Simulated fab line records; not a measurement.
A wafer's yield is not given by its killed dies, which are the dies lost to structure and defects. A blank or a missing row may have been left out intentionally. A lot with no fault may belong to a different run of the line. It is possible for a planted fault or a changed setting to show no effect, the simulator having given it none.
fab line records | flow berkeley-cmos170 | part 2 of 2: steps 29 to 40 of 40
record: lots: 5 wafers: 15 last-day: 12
route steps=331 shown ZERO@8 NWELL@14 PWELL@34
lots untouched by any fault: they come from a run of this same line in which no faults occurred
start-h: start of the lot's first displayed wafer, in hours after the record's first day | wait-h: time in hours since the lot's previous step | " the same as in the row above | L1.1+2: one row covering several wafers at once | - no value, or no start was given | * or withheld: withheld | < > ~ a bound
route shown NAME@n: names a module that has steps shown in the file, with the first one's number in the route | usual: mean and standard deviation over wafers with no fault | same: alike in all rows | chamber/n: place in a boat | sites: readings site by site | _std_site: the standard deviation of these | _edge_site: outer sites' mean less inner sites' | radius-mm: for every site, how far away it sits from the centre of the wafer | mask NAME#n: copy n | behind: the last tool/chamber to shape the wafer | hold: what put the lot on hold/how long, in hours/how the hold closed | device: the transistor (n, p or np) that didn't switch | end of line: tests of these same wafers at the route's end | a step with no rows: only its recipe | killed: count of dies lost to structure and defects at first sort (not the wafer's yield) | map: the dies of a wafer, with x for killed, . for not killed, _ for no die there
set.NAME: the run value of the setting; set.NAME@STEP: its run value at that earlier step | model.NAME: the simulator's own value behind a step, which no gauge read
lots seen at some steps along the route; tables by step, rows by wafer
services: when a tool's chamber went out of use (start-h, in hours from the record's first day, below 0 if earlier), for how many hours, and the reason
== steps ==
step: UCB170_PWELL_OXIDATION_02
recipe: temp-c: 1000 ambient: O2 target-thk-a: 264 ox-time-s: 1260
usual: spike-tc-load-C: 1026.1/1.9
columns lot.wafer tool chamber start-h wait-h spike-tc-load-C
L078.1 furnace-02 0 58.90 3.2 1028.2
L078.2 " 0 " " 1028.7
L078.4 " 0 " " 1027.6
L082.1 furnace-02 0 81.75 5.7 1026.9
L082.4 " 0 " " 1028.5
L082.5 " 0 " " 1029.9
L088.2 furnace-04 0 104.08 0.0 1023.4
L088.4 " 0 " " 1025.1
L088.5 " 0 " " 1023.4
L090.1 furnace-04 0 114.54 1.9 1022.1
L090.3 " 0 " " 1023.9
L090.4 " 0 " " 1023.3
L097.1 furnace-03 0 154.47 1.9 1026.5
L097.2 " 0 " " 1026.5
L097.4 " 0 " " 1027.4
step: UCB170_PWELL_THK_MEAS_03
recipe: reads: SiO2_of_PWELL_OXIDATION_02
usual: PWELL_OXIDE_THK: 26.4/0.46
columns lot.wafer tool chamber start-h wait-h PWELL_OXIDE_THK[nm]
L078.1 film-metro-01 - 60.25 0.0 26.2
L078.2 " - " " 26.0
L078.4 " - " " 26.1
L082.1 film-metro-01 - 83.10 0.0 26.9
L082.4 " - " " 26.9
L082.5 " - " " 26.5
L088.2 film-metro-04 - 105.44 0.0 26.7
L088.4 " - " " 26.5
L088.5 " - " " 27.0
L090.1 film-metro-02 - 115.89 0.0 26.7
L090.3 " - " " 26.0
L090.4 " - " " 26.1
L097.1 film-metro-01 - 155.99 0.2 27.0
L097.2 " - " " 27.1
L097.4 " - " " 26.7
step: UCB170_PWELL_ANNEAL_04
recipe: temp-c: 1000 time-s: 900 ambient: N2
usual: spike-tc-load-C: 1026.2/2.1
columns lot.wafer tool chamber start-h wait-h spike-tc-load-C
L078.1 furnace-03 0 63.24 3.0 1026.7
L078.2 " 0 " " 1026.4
L078.4 " 0 " " 1026.0
L082.1 furnace-02 0 85.94 2.8 1028.2
L082.4 " 0 " " 1028.5
L082.5 " 0 " " 1026.4
L088.2 furnace-04 0 108.93 3.5 1023.8
L088.4 " 0 " " 1023.8
L088.5 " 0 " " 1024.1
L090.1 furnace-03 0 118.59 2.7 1027.3
L090.3 " 0 " " 1026.6
L090.4 " 0 " " 1025.2
L097.1 furnace-04 0 161.53 5.5 1025.3
L097.2 " 0 " " 1024.9
L097.4 " 0 " " 1025.4
step: UCB170_PWELL_CVD_05
recipe: material: Si3N4 target-thk-nm: 220 temp-c: 800 precursor: SiH2Cl2/NH3 time-s: 3300 pressure-mtorr: 200 sih2cl2-flow-sccm: 25 nh3-flow-sccm: 75
usual: spike-tc-load-C: 823.1/1.9 susceptor-temp-C: 800.0/0.34
columns lot.wafer tool chamber start-h wait-h spike-tc-load-C susceptor-temp-C
L078.1 lpcvd-01 0 64.84 0.3 823.6 799.8
L078.2 " 0 " " 824.0 799.7
L078.4 " 0 " " 826.1 799.7
L082.1 lpcvd-01 0 87.99 0.8 825.9 799.8
L082.4 " 0 " " 823.7 800.1
L082.5 " 0 " " 826.6 799.6
L088.2 lpcvd-01 1 112.58 2.4 820.9 800.2
L088.4 " 1 " " 822.7 800.1
L088.5 " 1 " " 822.6 800.3
L090.1 lpcvd-01 1 120.35 0.5 822.4 799.9
L090.3 " 1 " " 823.0 799.6
L090.4 " 1 " " 820.9 799.7
L097.1 lpcvd-01 0 162.78 0.0 824.9 799.5
L097.2 " 0 " " 826.1 799.4
L097.4 " 0 " " 825.4 799.6
step: UCB170_PWELL_THK_MEAS_06
recipe: reads: Si3N4_of_PWELL_CVD_05
usual: PWELL_NITRIDE_THK: 219.8/2.3
columns lot.wafer tool chamber start-h wait-h PWELL_NITRIDE_THK[nm]
L078.1 film-metro-04 - 66.75 0.0 219.2
L078.2 " - " " 218.2
L078.4 " - " " 217.7
L082.1 film-metro-01 - 89.90 0.0 222.0
L082.4 " - " " 222.7
L082.5 " - " " 221.0
L088.2 film-metro-02 - 114.53 0.0 217.7
L088.4 " - " " 218.1
L088.5 " - " " 218.7
L090.1 film-metro-01 - 122.27 0.0 220.4
L090.3 " - " " 219.9
L090.4 " - " " 218.6
L097.1 film-metro-01 - 164.70 0.0 218.4
L097.2 " - " " 218.7
L097.4 " - " " 217.7
step: UCB170_PWELL_HMDS_07
recipe: prime-time-s: 60 prime-temp-c: 100
columns lot.wafer tool chamber start-h wait-h
L078.1+2+4 litho-track-01 0 67.10 0.3
L082.1+4+5 litho-track-03 0 89.96 0.1
L088.2+4+5 litho-track-03 0 115.00 0.5
L090.1+3+4 litho-track-01 0 123.08 0.8
L097.1+2+4 litho-track-03 0 164.76 0.1
step: UCB170_PWELL_COAT_08
recipe: resist: KrF spin-rpm: 1500 resist-thk-nm: 900
columns lot.wafer tool chamber start-h wait-h
L078.1+2+4 litho-track-01 0 67.25 0.1
L082.1+4+5 litho-track-03 0 90.11 0.1
L088.2+4+5 litho-track-03 0 115.15 0.1
L090.1+3+4 litho-track-01 0 123.23 0.1
L097.1+2+4 litho-track-03 0 164.91 0.1
step: UCB170_PWELL_SOFTBAKE_09
recipe: resist: KrF temp-c: 130 time-s: 60
usual: heater-power-total-W: 56.80/0.05
columns lot.wafer tool chamber start-h wait-h heater-power-total-W
L078.1 litho-track-01 0 67.40 0.1 56.80
L078.2 " 0 " " 56.80
L078.4 " 0 " " 56.80
L082.1 litho-track-03 0 90.26 0.1 56.81
L082.4 " 0 " " 56.90
L082.5 " 0 " " 56.83
L088.2 litho-track-03 0 115.30 0.1 56.72
L088.4 " 0 " " 56.80
L088.5 " 0 " " 56.87
L090.1 litho-track-01 0 123.38 0.1 56.79
L090.3 " 0 " " 56.86
L090.4 " 0 " " 56.85
L097.1 litho-track-03 0 165.06 0.1 56.79
L097.2 " 0 " " 56.75
L097.4 " 0 " " 56.79
step: UCB170_PWELL_EXPOSE_10
recipe: mask-id: PWELL target-cd-nm: 3000 na: 0.5 sigma-outer: 0.6 source-shape: conventional dose-mj: 19
columns lot.wafer tool chamber start-h wait-h mask
L078.1+2+4 krf-scanner-01 0 67.68 0.2 PWELL#0
L082.1+4+5 krf-scanner-02 0 90.41 0.1 PWELL#0
L088.2+4+5 krf-scanner-02 0 115.72 0.4 PWELL#0
L090.1+3+4 krf-scanner-02 0 123.53 0.1 PWELL#0
L097.1+2+4 krf-scanner-02 0 165.21 0.1 PWELL#0
step: UCB170_PWELL_PEB_11
recipe: peb-temp-c: 128.9 peb-time-s: withheld resist: KrF
usual: heater-power-total-W: 56.17/0.043
columns lot.wafer tool chamber start-h wait-h heater-power-total-W
L078.1 litho-track-01 0 68.10 0.4 56.13
L078.2 " 0 " " 56.16
L078.4 " 0 " " 56.18
L082.1 litho-track-04 0 90.53 0.1 56.24
L082.4 " 0 " " 56.09
L082.5 " 0 " " 56.23
L088.2 litho-track-03 0 116.00 0.3 56.22
L088.4 " 0 " " 56.16
L088.5 " 0 " " 56.20
L090.1 litho-track-01 0 124.08 0.5 56.22
L090.3 " 0 " " 56.09
L090.4 " 0 " " 56.18
L097.1 litho-track-01 0 165.89 0.7 56.13
L097.2 " 0 " " 56.20
L097.4 " 0 " " 56.15
step: UCB170_PWELL_DEVELOP_12
recipe: developer: TMAH develop-time-s: 45 resist: KrF dev-temp-c: 21
columns lot.wafer tool chamber start-h wait-h
L078.1+2+4 litho-track-01 0 - -
L082.1+4+5 litho-track-04 0 - -
L088.2+4+5 litho-track-03 0 - -
L090.1+3+4 litho-track-01 0 - -
L097.1+2+4 litho-track-01 0 - -
step: UCB170_PWELL_OVL_MEAS_13
usual: PWELL_OVL: 0/6.7
columns lot.wafer tool chamber start-h wait-h PWELL_OVL[nm]
L078.1 overlay-01 - 68.38 - 11
L078.2 " - " " 6
L078.4 " - " " 7
L082.1 overlay-02 - 90.80 - -6
L082.4 " - " " -11
L082.5 " - " " -10
L088.2 overlay-02 - 116.26 - -2
L088.4 " - " " 8
L088.5 " - " " 2
L090.1 overlay-02 - 124.35 - -8
L090.3 " - " " -5
L090.4 " - " " -8
L097.1 overlay-01 - 166.16 - -5
L097.2 " - " " -7
L097.4 " - " " -8
== services ==
columns tool chamber start-h hours kind
furnace-04 - 36.59 4.2 pm
plasma-asher-04 - 41.81 2.2 repair
krf-scanner-01 - 56.23 1.3 pm
krf-scanner-02 - 58.13 0.2 repair
plasma-asher-01 - 67.61 1.6 repair
krf-scanner-01 - 77.07 0.8 pm
furnace-04 - 77.89 3.8 pm
rie-diel-04 2 78.70 7.3 repair
rie-diel-04 2 101.45 3.5 repair
plasma-asher-02 - 106.65 0.3 repair
plasma-asher-04 - 108.75 9.0 pm
implanter-01 - 111.32 0.5 repair
rie-diel-04 0 116.39 4.4 repair
implanter-01 - 125.17 4.0 repair
krf-scanner-02 - 126.43 1.3 pm
furnace-02 - 128.79 4.4 pm
rie-diel-04 0 134.18 4.5 repair
wet-bench-01 - 135.26 4.9 repair
rie-diel-03 0 143.74 3.4 repair
krf-scanner-01 - 146.86 4.4 pm
furnace-04 - 155.96 3.9 pm
rie-diel-03 - 160.25 2.2 repair
krf-scanner-02 - 161.59 1.0 pm
krf-scanner-01 - 164.61 1.0 pm
